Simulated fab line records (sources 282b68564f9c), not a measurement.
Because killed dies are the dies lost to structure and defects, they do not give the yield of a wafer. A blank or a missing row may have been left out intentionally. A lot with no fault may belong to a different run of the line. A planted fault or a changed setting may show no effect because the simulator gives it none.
fab line records :: flow rit-cmos
record:
  lots: 14
  wafers: 42
  last-day: 7
route steps=202 shown ACTIVE@14 M1@202
lots with no fault: from the same line, run without faults
start-h: start of the lot's first displayed wafer, in hours after the record's first day :: wait-h: how many hours have passed since the lot's step before this one :: " same as the row above :: L1.1+2: a row that stands for several wafers :: - no value present, or no start provided :: * or withheld: withheld :: < > ~ a bound
route shown NAME@n: names a module that has steps shown in the file, with the first one's number in the route :: usual: mean and standard deviation over wafers with no fault :: same: alike in all rows :: chamber/n: place in a boat :: sites: each site's reading :: _std_site: standard deviation of those values :: _edge_site: inner sites' mean taken away from outer sites' mean :: radius-mm: how far each site lies from the wafer's centre :: mask NAME#n: copy n :: behind: the tool/chamber that last shaped the wafer :: hold: why the lot was held/for how many hours/how that ended :: device: names the non-switching transistor (n, p or np) :: end of line: tests run on the same wafers once the route is complete :: for a step that has no rows: nothing shown but its recipe :: killed: dies that structure and defects cost at the first sort, which is not the same as the wafer's yield :: map: a wafer's dies, x killed, . not, _ none there
set.NAME: the setting that was run; set.NAME@STEP: the one run at that earlier step :: model.NAME: the simulator's own value behind a step, which no gauge read
steps of the route over a sample of lots; a table a step, a row a wafer
services: from which hour (start-h, from the record's first day; less than 0 if before it) a tool's chamber was out of use, for how many hours, and why
== steps ==
step: RIT_ACTIVE_ETCH_13
recipe:
  stop-on: SiO2
  chemistry: SF6
  target: Si3N4
  time-s: 210
  over-etch-frac: 0.4
  SF6_flow_sccm: 200
  pressure-mtorr: 260
  rf-w: 125
  target-depth-a: 2100
usual:
  drypump-motor-current-A: 5.7/0.51
  oes-product-au: 0.824/0.015
  rf-fwd-power-W: 124.6/0.4
  throttle-valve-pct: 7.50/0.066
same:
  time-s: 210
lot.wafer: L326.3
tool: rie-diel-01
chamber: 1
start-h: 14.83
wait-h: 0.1
drypump-motor-current-A: 6.0
oes-product-au: 0.832
rf-fwd-power-W: 125.2
rf-hours-counter-h: 97
throttle-valve-pct: 7.49

lot.wafer: L326.4
tool: rie-diel-01
chamber: 0
start-h: 14.83
wait-h: 0.1
drypump-motor-current-A: 5.8
oes-product-au: 0.802
rf-fwd-power-W: 125.3
rf-hours-counter-h: 105
throttle-valve-pct: 7.27

lot.wafer: L326.6
tool: rie-diel-01
chamber: 0
start-h: 14.83
wait-h: 0.1
drypump-motor-current-A: 5.8
oes-product-au: 0.796
rf-fwd-power-W: 124.5
rf-hours-counter-h: -
throttle-valve-pct: 7.26

lot.wafer: L327.1
tool: rie-diel-04
chamber: 3
start-h: 19.83
wait-h: 0.1
drypump-motor-current-A: 5.4
oes-product-au: 0.816
rf-fwd-power-W: 124.4
rf-hours-counter-h: 24
throttle-valve-pct: 7.47

lot.wafer: L327.3
tool: rie-diel-04
chamber: 0
start-h: 19.83
wait-h: 0.1
drypump-motor-current-A: 6.1
oes-product-au: 0.830
rf-fwd-power-W: 125.1
rf-hours-counter-h: 156
throttle-valve-pct: 7.53

lot.wafer: L327.6
tool: rie-diel-04
chamber: 3
start-h: 19.83
wait-h: 0.1
drypump-motor-current-A: 5.4
oes-product-au: 0.812
rf-fwd-power-W: 124.3
rf-hours-counter-h: -
throttle-valve-pct: 7.47

lot.wafer: L328.1
tool: rie-diel-04
chamber: 0
start-h: 24.83
wait-h: 0.1
drypump-motor-current-A: 6.1
oes-product-au: 0.826
rf-fwd-power-W: 124.6
rf-hours-counter-h: 156
throttle-valve-pct: 7.52

lot.wafer: L328.2
tool: rie-diel-04
chamber: 3
start-h: 24.83
wait-h: 0.1
drypump-motor-current-A: 5.4
oes-product-au: 0.809
rf-fwd-power-W: 125.0
rf-hours-counter-h: 24
throttle-valve-pct: 7.46

lot.wafer: L328.6
tool: rie-diel-04
chamber: 1
start-h: 24.83
wait-h: 0.1
drypump-motor-current-A: 5.5
oes-product-au: 0.796
rf-fwd-power-W: 124.9
rf-hours-counter-h: -
throttle-valve-pct: 7.49

lot.wafer: L329.2
tool: rie-diel-04
chamber: 0
start-h: 31.47
wait-h: 0.1
drypump-motor-current-A: 6.1
oes-product-au: 0.834
rf-fwd-power-W: 124.8
rf-hours-counter-h: 156
throttle-valve-pct: 7.51

lot.wafer: L329.3
tool: rie-diel-04
chamber: 1
start-h: 31.47
wait-h: 0.1
drypump-motor-current-A: 5.5
oes-product-au: 0.805
rf-fwd-power-W: 124.7
rf-hours-counter-h: 117
throttle-valve-pct: 7.46

lot.wafer: L329.5
tool: rie-diel-04
chamber: 1
start-h: 31.47
wait-h: 0.1
drypump-motor-current-A: 5.5
oes-product-au: 0.803
rf-fwd-power-W: 125.2
rf-hours-counter-h: -
throttle-valve-pct: 7.49

lot.wafer: L333.1
tool: rie-diel-04
chamber: 2
start-h: 50.69
wait-h: 0.1
drypump-motor-current-A: 6.5
oes-product-au: 0.826
rf-fwd-power-W: 124.5
rf-hours-counter-h: 102
throttle-valve-pct: 7.51

lot.wafer: L333.3
tool: rie-diel-04
chamber: 0
start-h: 50.69
wait-h: 0.1
drypump-motor-current-A: 6.1
oes-product-au: 0.824
rf-fwd-power-W: 124.6
rf-hours-counter-h: 157
throttle-valve-pct: 7.51

lot.wafer: L333.4
tool: rie-diel-04
chamber: 3
start-h: 50.69
wait-h: 0.1
drypump-motor-current-A: 5.5
oes-product-au: 0.813
rf-fwd-power-W: 124.6
rf-hours-counter-h: 25
throttle-valve-pct: 7.47

lot.wafer: L336.3
tool: rie-diel-04
chamber: 3
start-h: 64.71
wait-h: 0.1
drypump-motor-current-A: 5.4
oes-product-au: 0.811
rf-fwd-power-W: 124.1
rf-hours-counter-h: 25
throttle-valve-pct: 7.46

lot.wafer: L336.4
tool: rie-diel-04
chamber: 2
start-h: 64.71
wait-h: 0.1
drypump-motor-current-A: 6.6
oes-product-au: 0.816
rf-fwd-power-W: 104.4
rf-hours-counter-h: 102
throttle-valve-pct: 7.52

lot.wafer: L336.6
tool: rie-diel-04
chamber: 1
start-h: 64.71
wait-h: 0.1
drypump-motor-current-A: 5.5
oes-product-au: 0.797
rf-fwd-power-W: 124.6
rf-hours-counter-h: -
throttle-valve-pct: 7.47

lot.wafer: L338.3
tool: rie-diel-02
chamber: 0
start-h: 74.83
wait-h: 0.1
drypump-motor-current-A: 4.9
oes-product-au: 0.832
rf-fwd-power-W: 124.5
rf-hours-counter-h: 14
throttle-valve-pct: 7.43

lot.wafer: L338.4
tool: rie-diel-02
chamber: 2
start-h: 74.83
wait-h: 0.1
drypump-motor-current-A: 6.1
oes-product-au: 0.842
rf-fwd-power-W: 124.7
rf-hours-counter-h: 59
throttle-valve-pct: 7.53

lot.wafer: L338.5
tool: rie-diel-02
chamber: 3
start-h: 74.83
wait-h: 0.1
drypump-motor-current-A: 5.2
oes-product-au: 0.840
rf-fwd-power-W: 124.8
rf-hours-counter-h: -
throttle-valve-pct: 7.56

lot.wafer: L339.2
tool: rie-diel-04
chamber: 0
start-h: 79.83
wait-h: 0.1
drypump-motor-current-A: 6.1
oes-product-au: 0.840
rf-fwd-power-W: 123.7
rf-hours-counter-h: 157
throttle-valve-pct: 7.53

lot.wafer: L339.3
tool: rie-diel-04
chamber: 2
start-h: 79.83
wait-h: 0.1
drypump-motor-current-A: 6.6
oes-product-au: 0.825
rf-fwd-power-W: 104.6
rf-hours-counter-h: 103
throttle-valve-pct: 7.51

lot.wafer: L339.5
tool: rie-diel-04
chamber: 1
start-h: 79.83
wait-h: 0.1
drypump-motor-current-A: 5.5
oes-product-au: 0.802
rf-fwd-power-W: 124.8
rf-hours-counter-h: -
throttle-valve-pct: 7.49

lot.wafer: L341.3
tool: rie-diel-02
chamber: 3
start-h: 89.83
wait-h: 0.1
drypump-motor-current-A: 5.2
oes-product-au: 0.845
rf-fwd-power-W: 124.5
rf-hours-counter-h: 67
throttle-valve-pct: 7.55

lot.wafer: L341.4
tool: rie-diel-02
chamber: 1
start-h: 89.83
wait-h: 0.1
drypump-motor-current-A: 5.4
oes-product-au: 0.835
rf-fwd-power-W: 124.6
rf-hours-counter-h: 152
throttle-valve-pct: 7.57

lot.wafer: L341.5
tool: rie-diel-02
chamber: 2
start-h: 89.83
wait-h: 0.1
drypump-motor-current-A: 6.2
oes-product-au: 0.842
rf-fwd-power-W: 124.6
rf-hours-counter-h: -
throttle-valve-pct: 7.55

lot.wafer: L342.3
tool: rie-diel-01
chamber: 1
start-h: 95.40
wait-h: 0.1
drypump-motor-current-A: 5.9
oes-product-au: 0.822
rf-fwd-power-W: 125.2
rf-hours-counter-h: 98
throttle-valve-pct: 7.48

lot.wafer: L342.4
tool: rie-diel-01
chamber: 0
start-h: 95.40
wait-h: 0.1
drypump-motor-current-A: 5.8
oes-product-au: 0.804
rf-fwd-power-W: 124.1
rf-hours-counter-h: 107
throttle-valve-pct: 7.29

lot.wafer: L342.5
tool: rie-diel-01
chamber: 3
start-h: 95.40
wait-h: 0.1
drypump-motor-current-A: 4.9
oes-product-au: 0.823
rf-fwd-power-W: 124.0
rf-hours-counter-h: -
throttle-valve-pct: 7.53

lot.wafer: L344.3
tool: rie-diel-02
chamber: 0
start-h: 105.30
wait-h: 0.1
drypump-motor-current-A: 4.9
oes-product-au: 0.835
rf-fwd-power-W: 125.0
rf-hours-counter-h: 15
throttle-valve-pct: 7.44

lot.wafer: L344.5
tool: rie-diel-02
chamber: 2
start-h: 105.30
wait-h: 0.1
drypump-motor-current-A: 6.1
oes-product-au: 0.830
rf-fwd-power-W: 124.6
rf-hours-counter-h: -
throttle-valve-pct: 7.52

lot.wafer: L344.6
tool: rie-diel-02
chamber: 3
start-h: 105.30
wait-h: 0.1
drypump-motor-current-A: 5.2
oes-product-au: 0.844
rf-fwd-power-W: 124.6
rf-hours-counter-h: -
throttle-valve-pct: 7.55

lot.wafer: L345.1
tool: rie-diel-02
chamber: 3
start-h: 111.21
wait-h: 0.1
drypump-motor-current-A: 5.2
oes-product-au: 0.844
rf-fwd-power-W: 124.7
rf-hours-counter-h: 68
throttle-valve-pct: 7.54

lot.wafer: L345.4
tool: rie-diel-02
chamber: 1
start-h: 111.21
wait-h: 0.1
drypump-motor-current-A: 5.4
oes-product-au: 0.819
rf-fwd-power-W: 124.7
rf-hours-counter-h: 152
throttle-valve-pct: 7.58

lot.wafer: L345.6
tool: rie-diel-02
chamber: 0
start-h: 111.21
wait-h: 0.1
drypump-motor-current-A: 4.8
oes-product-au: 0.830
rf-fwd-power-W: 124.6
rf-hours-counter-h: -
throttle-valve-pct: 7.43

lot.wafer: L347.2
tool: rie-diel-01
chamber: 1
start-h: 121.11
wait-h: 0.1
drypump-motor-current-A: 6.0
oes-product-au: 0.832
rf-fwd-power-W: 125.0
rf-hours-counter-h: 99
throttle-valve-pct: 7.49

lot.wafer: L347.4
tool: rie-diel-01
chamber: 0
start-h: 121.11
wait-h: 0.1
drypump-motor-current-A: 5.8
oes-product-au: 0.804
rf-fwd-power-W: 125.0
rf-hours-counter-h: 108
throttle-valve-pct: 7.27

lot.wafer: L347.6
tool: rie-diel-01
chamber: 2
start-h: 121.11
wait-h: 0.1
drypump-motor-current-A: 5.8
oes-product-au: 0.835
rf-fwd-power-W: 124.0
rf-hours-counter-h: -
throttle-valve-pct: 7.51

lot.wafer: L348.2
tool: rie-diel-02
chamber: 2
start-h: 127.87
wait-h: 0.1
drypump-motor-current-A: 6.1
oes-product-au: 0.833
rf-fwd-power-W: 125.2
rf-hours-counter-h: 60
throttle-valve-pct: 7.54

lot.wafer: L348.3
tool: rie-diel-02
chamber: 1
start-h: 127.87
wait-h: 0.1
drypump-motor-current-A: 5.4
oes-product-au: 0.837
rf-fwd-power-W: 124.3
rf-hours-counter-h: 152
throttle-valve-pct: 7.58

lot.wafer: L348.6
tool: rie-diel-02
chamber: 1
start-h: 127.87
wait-h: 0.1
drypump-motor-current-A: 5.3
oes-product-au: 0.813
rf-fwd-power-W: 124.4
rf-hours-counter-h: -
throttle-valve-pct: 7.59
step: RIT_M1_PROBE_99
usual:
  killed_at_M0_to_M3: 0.0/0.083
  killed-at-contacts: 0.1/0.31
  killed-at-front-end: 6.3/3
  killed-dies: 6.4/3
  killed-open: 3/1.9
  killed-short: 3.4/1.9
same:
  gross-dies: 264
  killed_at_M4_up: 0
  killed-at-back-side: 0
  killed-at-other: 0
lot.wafer: L328.1
tool: prober-01
chamber: -
start-h: 68.44
wait-h: 0.1
killed_at_M0_to_M3: 0
killed-at-contacts: 0
killed-at-front-end: 8
killed-dies: 8
killed-open: 3
killed-short: 5

lot.wafer: L328.2
tool: prober-01
chamber: -
start-h: 68.49
wait-h: 0.1
killed_at_M0_to_M3: 0
killed-at-contacts: 0
killed-at-front-end: 6
killed-dies: 6
killed-open: 3
killed-short: 3

lot.wafer: L328.6
tool: prober-01
chamber: -
start-h: 68.69
wait-h: 0.2
killed_at_M0_to_M3: 0
killed-at-contacts: 0
killed-at-front-end: 7
killed-dies: 7
killed-open: 1
killed-short: 6

lot.wafer: L347.2
tool: prober-02
chamber: -
start-h: 171.04
wait-h: 0.1
killed_at_M0_to_M3: 0
killed-at-contacts: 0
killed-at-front-end: 4
killed-dies: 4
killed-open: 2
killed-short: 2

lot.wafer: L347.4
tool: prober-02
chamber: -
start-h: 171.14
wait-h: 0.2
killed_at_M0_to_M3: 0
killed-at-contacts: 0
killed-at-front-end: 5
killed-dies: 5
killed-open: 3
killed-short: 2

lot.wafer: L347.6
tool: prober-02
chamber: -
start-h: 171.24
wait-h: 0.2
killed_at_M0_to_M3: 0
killed-at-contacts: 0
killed-at-front-end: 4
killed-dies: 4
killed-open: 2
killed-short: 2
killed by level:class
L328.1 SPACER:geometric-particle:short=3 SPACER:geometric-particle:open=2 FOX1:geometric-particle:open=1 GATE:geometric-particle:short=1 REOX:geometric-particle:short=1
L328.2 GATE:geometric-particle:open=2 SPACER:geometric-particle:short=2 FOX2:geometric-particle:short=1 SILICIDE:geometric-particle:open=1
L328.6 SPACER:geometric-particle:short=3 GATE:geometric-particle:short=2 GATE:geometric-particle:open=1 REOX:geometric-particle:short=1
L347.2 GATE:geometric-particle:short=2 GATE:geometric-particle:open=1 REOX:geometric-particle:open=1
L347.4 REOX:geometric-particle:short=2 GATE:geometric-particle:open=1 REOX:geometric-particle:open=1 SPACER:geometric-particle:open=1
L347.6 FOX1:geometric-particle:open=1 GATE:geometric-particle:short=1 REOX:geometric-particle:short=1 SPACER:geometric-particle:open=1
== services ==
tool: rie-diel-02
chamber: -
start-h: 41.06
hours: 2.5
kind: repair

tool: rie-diel-04
chamber: 0
start-h: 48.14
hours: 1.9
kind: repair

tool: rie-diel-01
chamber: 2
start-h: 82.59
hours: 5.1
kind: repair

tool: rie-diel-04
chamber: 0
start-h: 85.20
hours: 5.6
kind: repair

tool: rie-diel-04
chamber: 0
start-h: 104.63
hours: -
kind: clean

tool: rie-diel-04
chamber: 0
start-h: 104.63
hours: 23.6
kind: scheduled-down

tool: rie-diel-04
chamber: 0
start-h: 104.63
hours: 23.6
kind: vent-cycle

tool: rie-diel-04
chamber: 1
start-h: 115.23
hours: 7.2
kind: repair
== key ==
first-sign:
  step: RIT_ACTIVE_ETCH_13
  reading: rf-fwd-power-W
  direction: down
  sigmas: 50
  usual: 124.6
  struck: 104.5
effect none on later readings
met-at RIT_ACTIVE_ETCH_13
struck-lots L336,L339
struck-wafers L336.4,L339.3
tester-left-out L336,L339
onset-between 50.69 64.71
fault:
  kind: process-parameter-drift
  tool: rie-diel-04
  chamber: 2
  onset-h: 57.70
  steps: RIT_ACTIVE_ETCH_13
  channel: rf-w
  offset: -20
  shape: step
  end-h: 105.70
  acts-in: these-recipes-only
  stated: 125
tester-left-out: of these lots the tester's yield and bins aren't shown, on N5 and GAA mostly nor the transistor test; their killed dies are dies lost to structure and defects alone, not to doping, threshold or leakage, so they don't give the yield
